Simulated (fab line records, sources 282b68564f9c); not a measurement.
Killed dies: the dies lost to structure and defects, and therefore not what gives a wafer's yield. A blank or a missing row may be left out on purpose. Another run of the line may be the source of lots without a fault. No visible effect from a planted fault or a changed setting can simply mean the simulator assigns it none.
fab line records | flow rit-cmos
record lots=5 | wafers=15 | last-day=6
route steps=202 shown PSD@150 SDANNEAL@153 NSD@158 PLDD@159 NLDD@160 SILICIDE@161 M1@202
lots that met no fault: taken from a fault-free run of the same line
start-h: hours from the record's first day to the start of the lot's first wafer shown | wait-h: hours from the lot's prior step to this one | " identical to the entry in the row above | L1.1+2: a row that stands for several wafers | - no value, or no start was given | * or withheld: withheld | < > ~ a bound
route shown NAME@n: a module of which the file shows steps, and the number in the route of the first | usual: mean/standard deviation of fault-free wafers | same: alike in all rows | chamber/n: place in a boat | sites: the reading at each site | _std_site: standard deviation of those values | _edge_site: mean of outer sites minus mean of inner sites | radius-mm: for every site, how far away it sits from the centre of the wafer | mask NAME#n: copy n | behind: tool/chamber where the wafer was last shaped | hold: cause of the lot's hold/its duration in hours/its outcome | device: whichever transistor did not switch (one of n, p or np) | end of line: tests of these same wafers at the route's end | a step without rows: its recipe alone | killed: at the first sort, the dies lost to defects and structure; wafer yield is something else | map: the dies of a wafer, with x for killed, . for not killed, _ for no die there
set.NAME: the setting the step ran with; set.NAME@STEP: the setting that earlier step ran with | model.NAME: the simulator's own value behind a step, which no gauge read
a table for each step, a row for each wafer; lots at some steps of the route
services: when a tool's chamber went out of use (start-h, in hours from the record's first day, below 0 if earlier), for how many hours, and the reason
## steps
# step RIT_PSD_IMPLANT_08
# recipe species=BF2 | energy-kev=27 | dose-cm2=5e+15 | tilt-deg=7
# step RIT_PSD_STRIP_09
# recipe chemistry=O2 | time-s=180 | resist=NOVOLAK | platen-temp-c=withheld | power-w=500 | pressure-mtorr=4000 | o2-flow-sccm=4000
# usual drypump-motor-current-A=5.6/0.34
lot.wafer | tool            | chamber | start-h | wait-h | drypump-motor-current-A | rf-hours-counter-h
L823.1    | plasma-asher-02 | 0       | 54.16   | 0.1    | 5.7                     | 41
L823.2    | "               | 1       | "       | "      | 5.9                     | 41
L823.5    | "               | 1       | "       | "      | 5.9                     | -
L833.1    | plasma-asher-01 | 1       | 104.38  | 0.1    | 5.6                     | 46
L833.4    | "               | 1       | "       | "      | 5.6                     | -
L833.6    | "               | 1       | "       | "      | 5.6                     | -
L838.3    | plasma-asher-02 | 0       | 128.23  | 0.1    | 5.7                     | -
L838.5    | "               | 0       | "       | "      | 5.7                     | -
L838.6    | "               | 1       | "       | "      | 5.9                     | -
L840.1    | plasma-asher-01 | 0       | 136.14  | 0.1    | 6.1                     | 2
L840.3    | "               | 0       | "       | "      | 6.1                     | -
L840.6    | "               | 0       | "       | "      | 6.1                     | -
L841.2    | plasma-asher-04 | 0       | 145.01  | 0.1    | 5.0                     | 35
L841.3    | "               | 1       | "       | "      | 5.6                     | -
L841.5    | "               | 0       | "       | "      | 5.0                     | -
# step RIT_PSD_TW_MEAS_10
# usual PSD_TW=3406/29
lot.wafer | tool          | chamber | start-h | wait-h | PSD_TW
L823.1    | film-metro-03 | -       | 54.34   | 0.1    | 3400
L823.2    | "             | -       | "       | "      | 3387
L823.5    | "             | -       | "       | "      | 3399
L833.1    | film-metro-03 | -       | 104.56  | 0.1    | 3373
L833.4    | "             | -       | "       | "      | 3373
L833.6    | "             | -       | "       | "      | 3355
L838.3    | film-metro-02 | -       | 128.37  | 0.1    | 3421
L838.5    | "             | -       | "       | "      | 3416
L838.6    | "             | -       | "       | "      | 3413
L840.1    | film-metro-04 | -       | 136.31  | 0.1    | 3425
L840.3    | "             | -       | "       | "      | 3441
L840.6    | "             | -       | "       | "      | 3449
L841.2    | film-metro-04 | -       | 145.20  | 0.1    | 3423
L841.3    | "             | -       | "       | "      | 3437
L841.5    | "             | -       | "       | "      | 3422
# step RIT_SDANNEAL_CLEAN_00
# recipe chemistry=SC1 | mix=3:3:50 | time-s=600 | temp-c=73.85
# step RIT_SDANNEAL_CLEAN_01
# recipe chemistry=dHF | dilution=50:1 | time-s=30
# step RIT_SDANNEAL_CLEAN_02
# recipe chemistry=SC2 | mix=3:3:50 | time-s=600 | temp-c=75 | dry=n2-spin
# step RIT_SDANNEAL_RTA_03
# recipe temp-c=1050 | time-s=5 | idle-temp-c=600 | ramp-up-c-per-s=342 | ramp-down-c-per-s=171 | cool-to-c=600 | ambient=N2
# usual wafer_temp_C_max=1053.5/1.1
lot.wafer | tool          | chamber | start-h | wait-h | wafer_temp_C_max
L823.1    | rtp-anneal-01 | 0       | 54.77   | 0.0    | 1053.2
L823.2    | "             | 0       | "       | "      | 1052.7
L823.5    | "             | 0       | "       | "      | 1051.5
L833.1    | rtp-anneal-01 | 0       | 104.98  | 0.0    | 1053.6
L833.4    | "             | 0       | "       | "      | 1051.6
L833.6    | "             | 0       | "       | "      | 1053.1
L838.3    | rtp-anneal-02 | 0       | 128.83  | 0.0    | 1051.7
L838.5    | "             | 0       | "       | "      | 1053.7
L838.6    | "             | 0       | "       | "      | 1054.1
L840.1    | rtp-anneal-02 | 0       | 137.11  | 0.0    | 1053.3
L840.3    | "             | 0       | "       | "      | 1052.6
L840.6    | "             | 0       | "       | "      | 1054.3
L841.2    | rtp-anneal-02 | 0       | 146.04  | 0.0    | 1054.2
L841.3    | "             | 0       | "       | "      | 1054.2
L841.5    | "             | 0       | "       | "      | 1054.2
# step RIT_SDANNEAL_RS_MEAS_04
# recipe thk-meas-gauge=four-point-probe
# usual PSD_RS=115.9/0.33
lot.wafer | tool          | chamber | start-h | wait-h | PSD_RS[ohm/sq]
L823.1    | film-metro-04 | -       | 54.83   | 0.0    | 116.0
L823.2    | "             | -       | "       | "      | 115.5
L823.5    | "             | -       | "       | "      | 115.6
L833.1    | film-metro-03 | -       | 105.04  | 0.0    | 116.4
L833.4    | "             | -       | "       | "      | 116.7
L833.6    | "             | -       | "       | "      | 116.3
L838.3    | film-metro-04 | -       | 128.91  | 0.1    | 116.3
L838.5    | "             | -       | "       | "      | 115.9
L838.6    | "             | -       | "       | "      | 116.2
L840.1    | film-metro-02 | -       | 137.17  | 0.0    | 115.5
L840.3    | "             | -       | "       | "      | 115.7
L840.6    | "             | -       | "       | "      | 115.9
L841.2    | film-metro-04 | -       | 146.10  | 0.1    | 115.6
L841.3    | "             | -       | "       | "      | 115.9
L841.5    | "             | -       | "       | "      | 116.0
# step RIT_SDANNEAL_RS_MEAS_05
# recipe thk-meas-gauge=four-point-probe
# usual NSD_RS=84.7/0.31
lot.wafer | tool          | chamber | start-h | wait-h | NSD_RS[ohm/sq]
L823.1    | film-metro-04 | -       | 54.95   | 0.1    | 84.5
L823.2    | "             | -       | "       | "      | 84.5
L823.5    | "             | -       | "       | "      | 84.7
L833.1    | film-metro-03 | -       | 105.16  | 0.1    | 84.9
L833.4    | "             | -       | "       | "      | 84.8
L833.6    | "             | -       | "       | "      | 85.1
L838.3    | film-metro-04 | -       | 129.03  | 0.1    | 84.4
L838.5    | "             | -       | "       | "      | 84.3
L838.6    | "             | -       | "       | "      | 84.4
L840.1    | film-metro-02 | -       | 137.29  | 0.1    | 83.7
L840.3    | "             | -       | "       | "      | 83.8
L840.6    | "             | -       | "       | "      | 83.7
L841.2    | film-metro-04 | -       | 146.22  | 0.1    | 84.7
L841.3    | "             | -       | "       | "      | 85.0
L841.5    | "             | -       | "       | "      | 85.0
# step RIT_SDANNEAL_RS_MEAS_06
# recipe thk-meas-gauge=four-point-probe
# usual PLDD_RS=178.7/0.54
lot.wafer | tool          | chamber | start-h | wait-h | PLDD_RS[ohm/sq]
L823.1    | film-metro-04 | -       | 55.07   | 0.1    | 178.5
L823.2    | "             | -       | "       | "      | 177.5
L823.5    | "             | -       | "       | "      | 177.7
L833.1    | film-metro-03 | -       | 105.28  | 0.1    | 179.5
L833.4    | "             | -       | "       | "      | 180.2
L833.6    | "             | -       | "       | "      | 179.7
L838.3    | film-metro-04 | -       | 129.15  | 0.1    | 178.7
L838.5    | "             | -       | "       | "      | 178.7
L838.6    | "             | -       | "       | "      | 178.8
L840.1    | film-metro-02 | -       | 137.41  | 0.1    | 178.2
L840.3    | "             | -       | "       | "      | 178.3
L840.6    | "             | -       | "       | "      | 178.5
L841.2    | film-metro-04 | -       | 146.34  | 0.1    | 178.3
L841.3    | "             | -       | "       | "      | 178.8
L841.5    | "             | -       | "       | "      | 178.7
# step RIT_SDANNEAL_RS_MEAS_07
# recipe thk-meas-gauge=four-point-probe
# usual NLDD_RS=152.1/0.54
lot.wafer | tool          | chamber | start-h | wait-h | NLDD_RS[ohm/sq]
L823.1    | film-metro-04 | -       | 55.19   | 0.1    | 150.5
L823.2    | "             | -       | "       | "      | 151.0
L823.5    | "             | -       | "       | "      | 151.1
L833.1    | film-metro-03 | -       | 105.40  | 0.1    | 153.1
L833.4    | "             | -       | "       | "      | 152.3
L833.6    | "             | -       | "       | "      | 152.6
L838.3    | film-metro-04 | -       | 129.27  | 0.1    | 152.5
L838.5    | "             | -       | "       | "      | 152.6
L838.6    | "             | -       | "       | "      | 152.2
L840.1    | film-metro-02 | -       | 137.53  | 0.1    | 152.8
L840.3    | "             | -       | "       | "      | 152.8
L840.6    | "             | -       | "       | "      | 152.9
L841.2    | film-metro-04 | -       | 146.46  | 0.1    | 152.6
L841.3    | "             | -       | "       | "      | 153.1
L841.5    | "             | -       | "       | "      | 152.6
# step RIT_SILICIDE_WET_ETCH_00
# recipe chemistry=BOE | target=SiO2 | target-depth-nm=14 | time-s=15 | dry=n2-spin | dilution=10:1 | temp-c=21.5
# step RIT_SILICIDE_SPUTTER_01
# recipe material=Ti | target-thk-nm=30 | power-w=350 | chamber-pressure-pa=0.667 | gas=Ar | time-s=240 | substrate-temp-c=25
# usual throttle-valve-pct=29.8/1.1
lot.wafer | tool           | chamber | start-h | wait-h | throttle-valve-pct | model.Ti_of_SILICIDE_SPUTTER_01.thk-nm
L823.1    | pvd-sputter-03 | -       | 55.32   | 0.0    | 28.0               | 30.3
L823.2    | "              | -       | "       | "      | 30.6               | 30.12
L823.5    | "              | -       | "       | "      | 31.0               | 30.14
L833.1    | pvd-sputter-03 | -       | 105.54  | 0.0    | 30.7               | 29.37
L833.4    | "              | -       | "       | "      | 29.5               | 28.03
L833.6    | "              | -       | "       | "      | 29.1               | 28.1
L838.3    | pvd-sputter-01 | -       | 129.36  | 0.0    | 28.6               | 30.4
L838.5    | "              | -       | "       | "      | 29.5               | 30.84
L838.6    | "              | -       | "       | "      | 29.2               | 30.37
L840.1    | pvd-sputter-01 | -       | 137.66  | 0.0    | 29.0               | 30.15
L840.3    | "              | -       | "       | "      | 29.4               | 30.52
L840.6    | "              | -       | "       | "      | 29.2               | 30.1
L841.2    | pvd-sputter-04 | -       | 146.58  | 0.0    | 30.1               | 30.18
L841.3    | "              | -       | "       | "      | 30.2               | 29.82
L841.5    | "              | -       | "       | "      | 28.6               | 30.21
# step RIT_SILICIDE_RS_MEAS_02
# recipe thk-meas-gauge=four-point-probe | reads=Ti_of_SILICIDE_SPUTTER_01
# usual SILICIDE_TI_RS=47.6/0.66
lot.wafer | tool          | chamber | start-h | wait-h | SILICIDE_TI_RS[ohm/sq]
L823.1    | film-metro-03 | -       | 55.47   | 0.1    | 47.4
L823.2    | "             | -       | "       | "      | 47.6
L823.5    | "             | -       | "       | "      | 47.6
L833.1    | film-metro-01 | -       | 105.69  | 0.1    | 49.2
L833.4    | "             | -       | "       | "      | 52.0
L833.6    | "             | -       | "       | "      | 52.0
L838.3    | film-metro-02 | -       | 129.55  | 0.1    | 47.0
L838.5    | "             | -       | "       | "      | 46.2
L838.6    | "             | -       | "       | "      | 47.1
L840.1    | film-metro-01 | -       | 137.81  | 0.1    | 47.6
L840.3    | "             | -       | "       | "      | 46.9
L840.6    | "             | -       | "       | "      | 47.7
L841.2    | film-metro-02 | -       | 146.90  | 0.2    | 47.4
L841.3    | "             | -       | "       | "      | 48.1
L841.5    | "             | -       | "       | "      | 47.5
# step RIT_SILICIDE_THK_MEAS_03
# recipe thk-meas-gauge=xrf | reads=Ti_of_SILICIDE_SPUTTER_01
# usual SILICIDE_TI_THK=30.2/0.35
lot.wafer | tool          | chamber | start-h | wait-h | SILICIDE_TI_THK[nm]
L823.1    | film-metro-03 | -       | 55.59   | 0.1    | 30.4
L823.2    | "             | -       | "       | "      | 30.2
L823.5    | "             | -       | "       | "      | 30.3
L833.1    | film-metro-01 | -       | 105.81  | 0.1    | 29.5
L833.4    | "             | -       | "       | "      | 28.0
L833.6    | "             | -       | "       | "      | 28.2
L838.3    | film-metro-02 | -       | 129.65  | 0.1    | 30.6
L838.5    | "             | -       | "       | "      | 31.1
L838.6    | "             | -       | "       | "      | 30.6
L840.1    | film-metro-01 | -       | 137.93  | 0.1    | 30.4
L840.3    | "             | -       | "       | "      | 30.7
L840.6    | "             | -       | "       | "      | 30.3
L841.2    | film-metro-02 | -       | 147.01  | 0.1    | 30.3
L841.3    | "             | -       | "       | "      | 29.9
L841.5    | "             | -       | "       | "      | 30.3
# step RIT_SILICIDE_RTA_04
# recipe temp-c=650 | time-s=10 | idle-temp-c=25 | ramp-up-s=5 | ramp-down-s=5 | cool-to-c=25 | ambient=N2
# usual wafer_temp_C_max=653.1/1.5
lot.wafer | tool          | chamber | start-h | wait-h | wafer_temp_C_max
L823.1    | rtp-anneal-02 | 0       | 55.65   | 0.1    | 652.8
L823.2    | "             | 0       | "       | "      | 652.1
L823.5    | "             | 0       | "       | "      | 652.2
L833.1    | rtp-anneal-02 | 0       | 105.87  | 0.1    | 652.1
L833.4    | "             | 0       | "       | "      | 652.1
L833.6    | "             | 0       | "       | "      | 652.6
L838.3    | rtp-anneal-02 | 0       | 129.71  | 0.1    | 651.5
L838.5    | "             | 0       | "       | "      | 652.4
L838.6    | "             | 0       | "       | "      | 652.0
L840.1    | rtp-anneal-02 | 0       | 137.99  | 0.1    | 652.5
L840.3    | "             | 0       | "       | "      | 652.2
L840.6    | "             | 0       | "       | "      | 652.2
L841.2    | rtp-anneal-02 | 0       | 147.07  | 0.1    | 651.7
L841.3    | "             | 0       | "       | "      | 651.9
L841.5    | "             | 0       | "       | "      | 651.8
# step RIT_M1_PROBE_99
# usual killed_at_M0_to_M3=0.0/0.12 | killed-at-contacts=0.1/0.31 | killed-at-front-end=8/3.1 | killed-dies=8/3.2 | killed-open=3.9/2.2 | killed-short=3.8/2.1
# same gross-dies=264 | killed_at_M4_up=0 | killed-at-back-side=0 | killed-at-other=0
lot.wafer | tool      | chamber | start-h | wait-h | killed_at_M0_to_M3 | killed-at-contacts | killed-at-front-end | killed-dies | killed-open | killed-short | model.etest.contact-pplus.end-ohm-um | model.etest.contact-nplus.end-ohm-um | model.etest.npoly-line.rs-ohm-sq | model.etest.ppoly-line.rs-ohm-sq | model.etest.npoly-sal.rs-ohm-sq | model.etest.ppoly-sal.rs-ohm-sq | model.etest.pplus-sal.rs-ohm-sq | model.etest.nplus-sal.rs-ohm-sq
L823.1    | prober-02 | -       | 62.30   | 0.1    | 0                  | 0                  | 10                  | 10          | 6           | 4            | 43.16                                | 43.15                                | 16.81                            | 16.33                            | 4.305                           | 4.279                           | 4.256                           | 4.259
L823.2    | prober-02 | -       | 62.35   | 0.1    | 0                  | 0                  | 5                   | 5           | 3           | 2            | 43.77                                | 43.44                                | 16.93                            | 16.36                            | 4.354                           | 4.346                           | 4.288                           | 4.286
L823.5    | prober-02 | -       | 62.50   | 0.2    | 0                  | 0                  | 10                  | 10          | 5           | 5            | 42.64                                | 43.46                                | 16.89                            | 16.38                            | 4.31                            | 4.282                           | 4.29                            | 4.265
L833.1    | prober-02 | -       | 112.75  | 0.1    | 0                  | 0                  | 0                   | 0           | 0           | 0            | 44.34                                | 40.86                                | 17.33                            | 16.55                            | 4.398                           | 4.409                           | 4.345                           | 4.374
L833.4    | prober-02 | -       | 112.90  | 0.2    | 0                  | 0                  | 7                   | 7           | 4           | 3            | 43.53                                | 39.08                                | 17.77                            | 17.24                            | 4.583                           | 4.531                           | 4.534                           | 4.53
L833.6    | prober-02 | -       | 113.00  | 0.2    | 0                  | 0                  | 8                   | 8           | 4           | 4            | 42.44                                | 39.02                                | 17.69                            | 17.2                             | 4.59                            | 4.519                           | 4.538                           | 4.488
L838.3    | prober-01 | -       | 136.49  | 0.2    | 0                  | 0                  | 9                   | 9           | 3           | 6            | 42.5                                 | 41.12                                | 16.77                            | 16.29                            | 4.305                           | 4.266                           | 4.288                           | 4.282
L838.5    | prober-01 | -       | 136.59  | 0.2    | 1                  | 0                  | 5                   | 6           | 3           | 3            | 43.97                                | 43.17                                | 16.56                            | 16.21                            | 4.259                           | 4.238                           | 4.219                           | 4.196
L838.6    | prober-01 | -       | 136.64  | 0.2    | 0                  | 0                  | 4                   | 4           | 3           | 1            | 44.5                                 | 40.78                                | 16.83                            | 16.23                            | 4.336                           | 4.284                           | 4.291                           | 4.282
L840.1    | prober-01 | -       | 144.93  | 0.1    | 0                  | 0                  | 5                   | 5           | 4           | 1            | 45.01                                | 41.55                                | 17.01                            | 16.47                            | 4.376                           | 4.327                           | 4.341                           | 4.34
L840.3    | prober-01 | -       | 145.03  | 0.2    | 0                  | 0                  | 9                   | 9           | 3           | 6            | 44.34                                | 41.75                                | 16.74                            | 16.32                            | 4.311                           | 4.282                           | 4.265                           | 4.228
L840.6    | prober-01 | -       | 145.18  | 0.2    | 0                  | 0                  | 13                  | 13          | 9           | 4            | 44.01                                | 39.93                                | 16.95                            | 16.53                            | 4.372                           | 4.353                           | 4.317                           | 4.329
L841.2    | prober-02 | -       | 153.99  | 0.1    | 0                  | 1                  | 7                   | 8           | 6           | 2            | 42.74                                | 40.3                                 | 17.01                            | 16.58                            | 4.351                           | 4.324                           | 4.303                           | 4.274
L841.3    | prober-02 | -       | 154.04  | 0.2    | 0                  | 0                  | 9                   | 9           | 3           | 6            | 43.61                                | 40.73                                | 17.25                            | 16.56                            | 4.399                           | 4.367                           | 4.352                           | 4.377
L841.5    | prober-02 | -       | 154.14  | 0.2    | 0                  | 0                  | 10                  | 10          | 5           | 5            | 44.11                                | 41.65                                | 16.95                            | 16.46                            | 4.346                           | 4.288                           | 4.303                           | 4.311
# killed by level:class
L823.1 GATE:geometric-particle:open=2 SPACER:geometric-particle:open=2 FOX1:geometric-particle:open=1 FOX1:geometric-particle:short=1 FOX2:geometric-particle:short=1 REOX:geometric-particle:short=1 REOX:geometric-particle:open=1 SILICIDE:geometric-particle:short=1
L823.2 SILICIDE:geometric-particle:open=3 FOX1:geometric-particle:short=1 FOX2:geometric-particle:short=1
L823.5 FOX1:geometric-particle:short=3 FOX2:geometric-particle:open=3 FOX2:geometric-particle:short=2 GATE:geometric-particle:open=2
L833.4 SPACER:geometric-particle:open=2 FOX1:geometric-particle:short=1 FOX1:geometric-particle:open=1 GATE:geometric-particle:short=1 SPACER:geometric-particle:short=1 SILICIDE:geometric-particle:open=1
L833.6 FOX1:geometric-particle:short=2 SPACER:geometric-particle:open=2 FOX1:geometric-particle:open=1 GATE:geometric-particle:short=1 GATE:geometric-particle:open=1 SPACER:geometric-particle:short=1
L838.3 GATE:geometric-particle:short=4 FOX1:geometric-particle:short=1 GATE:geometric-particle:open=1 SPACER:geometric-particle:short=1 SPACER:geometric-particle:open=1 SILICIDE:geometric-particle:open=1
L838.5 FOX1:geometric-particle:open=1 GATE:geometric-particle:open=1 SPACER:geometric-particle:short=1 SPACER:geometric-particle:open=1 SILICIDE:geometric-particle:short=1 M1:geometric-particle:short=1
L838.6 FOX1:geometric-particle:open=1 FOX1:geometric-particle:short=1 GATE:geometric-particle:open=1 SILICIDE:geometric-particle:open=1
L840.1 FOX1:geometric-particle:open=2 FOX1:geometric-particle:short=1 GATE:geometric-particle:open=1 REOX:geometric-particle:open=1
L840.3 REOX:geometric-particle:short=2 SILICIDE:geometric-particle:short=2 FOX1:geometric-particle:open=1 FOX2:geometric-particle:open=1 GATE:geometric-particle:open=1 GATE:geometric-particle:short=1 SPACER:geometric-particle:short=1
L840.6 GATE:geometric-particle:open=6 GATE:geometric-particle:short=2 SILICIDE:geometric-particle:open=2 FOX1:geometric-particle:open=1 FOX2:geometric-particle:short=1 SPACER:geometric-particle:short=1
L841.2 GATE:geometric-particle:open=2 FOX1:geometric-particle:open=1 CONTACT:geometric-particle:short=1 REOX:geometric-particle:open=1 SPACER:geometric-particle:short=1 SPACER:geometric-particle:open=1 SILICIDE:geometric-particle:open=1
L841.3 REOX:geometric-particle:short=2 SILICIDE:geometric-particle:short=2 FOX1:geometric-particle:short=1 GATE:geometric-particle:short=1 GATE:geometric-particle:open=1 SPACER:geometric-particle:open=1 SILICIDE:geometric-particle:open=1
L841.5 GATE:geometric-particle:short=3 ACTIVE:geometric-particle:open=1 FOX2:geometric-particle:short=1 GATE:geometric-particle:open=1 REOX:geometric-particle:open=1 SPACER:geometric-particle:open=1 SPACER:geometric-particle:short=1 SILICIDE:geometric-particle:open=1
## services
tool            | chamber | start-h | hours | kind
rtp-anneal-01   | -       | 42.32   | 9.4   | pm
plasma-asher-01 | -       | 55.06   | 1.2   | repair
plasma-asher-02 | -       | 72.75   | 2.8   | pm
plasma-asher-01 | -       | 108.90  | 9.0   | pm
plasma-asher-01 | 0       | 108.90  | 9.0   | vent-cycle
plasma-asher-01 | 1       | 108.90  | 9.0   | vent-cycle
plasma-asher-01 | 0       | 117.90  | -     | clean
plasma-asher-01 | 1       | 117.90  | -     | clean
plasma-asher-04 | -       | 132.08  | 5.2   | repair
## key
first-sign step=RIT_SILICIDE_RS_MEAS_02 | reading=SILICIDE_TI_RS | direction=up | sigmas=6.7 | usual=47.6 | struck=52.0
effect step=RIT_SILICIDE_THK_MEAS_03 | reading=SILICIDE_TI_THK | direction=down | sigmas=6.1 | usual=30.2 | struck=28.1
model-effect step=RIT_SILICIDE_SPUTTER_01 | value=Ti_of_SILICIDE_SPUTTER_01.thk-nm | without=29.52 | struck=28.07
model-effect step=RIT_M1_PROBE_99 | value=etest.contact-pplus.end-ohm-um | without=44.77 | struck=42.98
met-at RIT_SILICIDE_SPUTTER_01
struck-wafers L833.4,L833.6
tester-left-out L833
fault kind=process-parameter-drift | tool=pvd-sputter-03 | chamber=- | onset-h=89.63 | steps=RIT_SILICIDE_SPUTTER_01 | channel=time-s | offset=* | shape=step | end-h=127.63 | acts-in=* | stated=* | scope=struck-wafers-only
# tester-left-out: of these lots the tester's yield and bins aren't shown, on N5 and GAA mostly nor the transistor test; their killed dies are dies lost to structure and defects alone, not to doping, threshold or leakage, so they don't give the yield
